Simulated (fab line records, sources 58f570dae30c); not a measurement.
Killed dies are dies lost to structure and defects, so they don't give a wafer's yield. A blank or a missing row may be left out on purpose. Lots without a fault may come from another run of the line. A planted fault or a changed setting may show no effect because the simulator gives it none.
Which tool did it? | flow berkeley_cmos170 | 15 lots, 45 wafers sampled, at 2 steps of a route of 331

WHAT THE GAUGES READ, wafer by wafer
UCB170_NWELL_THK_MEAS_05. Usual: NWELL_NITRIDE_THK 224.7 nm, standard deviation 1.9.
lot  | measured    | on            | NWELL_NITRIDE_THK (nm) | flag
L934 | day 2 07:30 | film_metro-03 | 225.0 225.3 223.9      |
L936 | day 2 18:37 | film_metro-02 | 225.8 225.9 226.8      |
L937 | day 2 18:37 | film_metro-03 | 224.0 222.2 223.8      |
L938 | day 2 22:28 | film_metro-04 | 64.6 64.6 63.1         | OFF
L939 | day 3 02:46 | film_metro-03 | 66.4 68.2 65.1         | OFF
L940 | day 3 09:29 | film_metro-02 | 67.7 65.4 65.9         | OFF
L946 | day 4 13:20 | film_metro-04 | 223.0 222.8 224.6      |
L948 | day 4 23:52 | film_metro-02 | 225.0 226.4 225.6      |
L949 | day 5 10:28 | film_metro-02 | 225.3 227.1 227.3      |
L950 | day 5 20:25 | film_metro-04 | 223.5 224.3 223.9      |
L952 | day 6 02:01 | film_metro-04 | 224.9 225.3 222.5      |
L953 | day 6 08:02 | film_metro-03 | 225.3 225.4 226.3      |
L955 | day 6 08:57 | film_metro-03 | 224.2 224.4 223.8      |
L956 | day 6 15:46 | film_metro-04 | 222.5 223.6 222.9      |
L957 | day 7 03:38 | film_metro-02 | 224.0 226.3 225.4      |

WHICH TOOL RAN EACH LOT (tool, then ch and the chambers of the sampled wafers, then the start)
lot  | UCB170_NWELL_CVD_04
L934 | lpcvd-01 ch 0, day 2 05:34
L936 | lpcvd-02 ch 1, day 2 16:41
L937 | lpcvd-02 ch 0, day 2 16:41
L938 | lpcvd-01 ch 1, day 2 20:32
L939 | lpcvd-01 ch 0, day 3 00:50
L940 | lpcvd-01 ch 0, day 3 06:35
L946 | lpcvd-02 ch 1, day 4 11:23
L948 | lpcvd-02 ch 0, day 4 21:54
L949 | lpcvd-02 ch 0, day 5 08:32
L950 | lpcvd-01 ch 0, day 5 18:29
L952 | lpcvd-02 ch 1, day 6 00:05
L953 | lpcvd-02 ch 0, day 6 06:01
L955 | lpcvd-01 ch 0, day 6 07:00
L956 | lpcvd-01 ch 1, day 6 13:49
L957 | lpcvd-02 ch 1, day 7 01:40
- UCB170_NWELL_CVD_04: deposits Si3N4 from SiH2Cl2/NH3, target thk 224 nm, time 3360 s.

WHAT THE TOOLS THEMSELVES READ (means of the sampled wafers that have a number; where no wafer has one, the mark that the record gives instead)
UCB170_NWELL_CVD_04. Usual: spike_tc_source_C 822.2 C, standard deviation 2.5.
lot  | tool     | spike_tc_source_C (C) | flag
L934 | lpcvd-01 | 823.9                 |
L936 | lpcvd-02 | 825.2                 |
L937 | lpcvd-02 | 818.7                 |
L938 | lpcvd-01 | 822.4                 |
L939 | lpcvd-01 | 823.3                 |
L940 | lpcvd-01 | 824.3                 |
L946 | lpcvd-02 | 824.5                 |
L948 | lpcvd-02 | 819.4                 |
L949 | lpcvd-02 | 819.5                 |
L950 | lpcvd-01 | 822.8                 |
L952 | lpcvd-02 | 825.3                 |
L953 | lpcvd-02 | 819.5                 |
L955 | lpcvd-01 | 824.2                 |
L956 | lpcvd-01 | 822.5                 |
L957 | lpcvd-02 | 825.8                 |

THE ANSWER, worked out from the rows above alone
Rule: a lot is off if the mean of its wafers that have a number lies more than 3 standard deviations from the usual mean. A lot without any number at a reading at which 4 lots or more have one is off too. The other lots that the step has rows for count as sound. The gauges are gone through in route order, then the tools' own readings, and for those a lot's mean is taken as printed above. The first step at which some lot is off is used, and at that step the reading that is off furthest; a lot without a number counts as furthest.
Off: L938, L939, L940, at UCB170_NWELL_THK_MEAS_05 (NWELL_NITRIDE_THK).
A tool fits if, at a process step before that reading, it ran every lot that is off, and no sound lot after the first of them. The gauges at UCB170_NWELL_THK_MEAS_05 are tried like those tools. None of those tried fits.

WHAT THE SIMULATOR HAD PUT IN
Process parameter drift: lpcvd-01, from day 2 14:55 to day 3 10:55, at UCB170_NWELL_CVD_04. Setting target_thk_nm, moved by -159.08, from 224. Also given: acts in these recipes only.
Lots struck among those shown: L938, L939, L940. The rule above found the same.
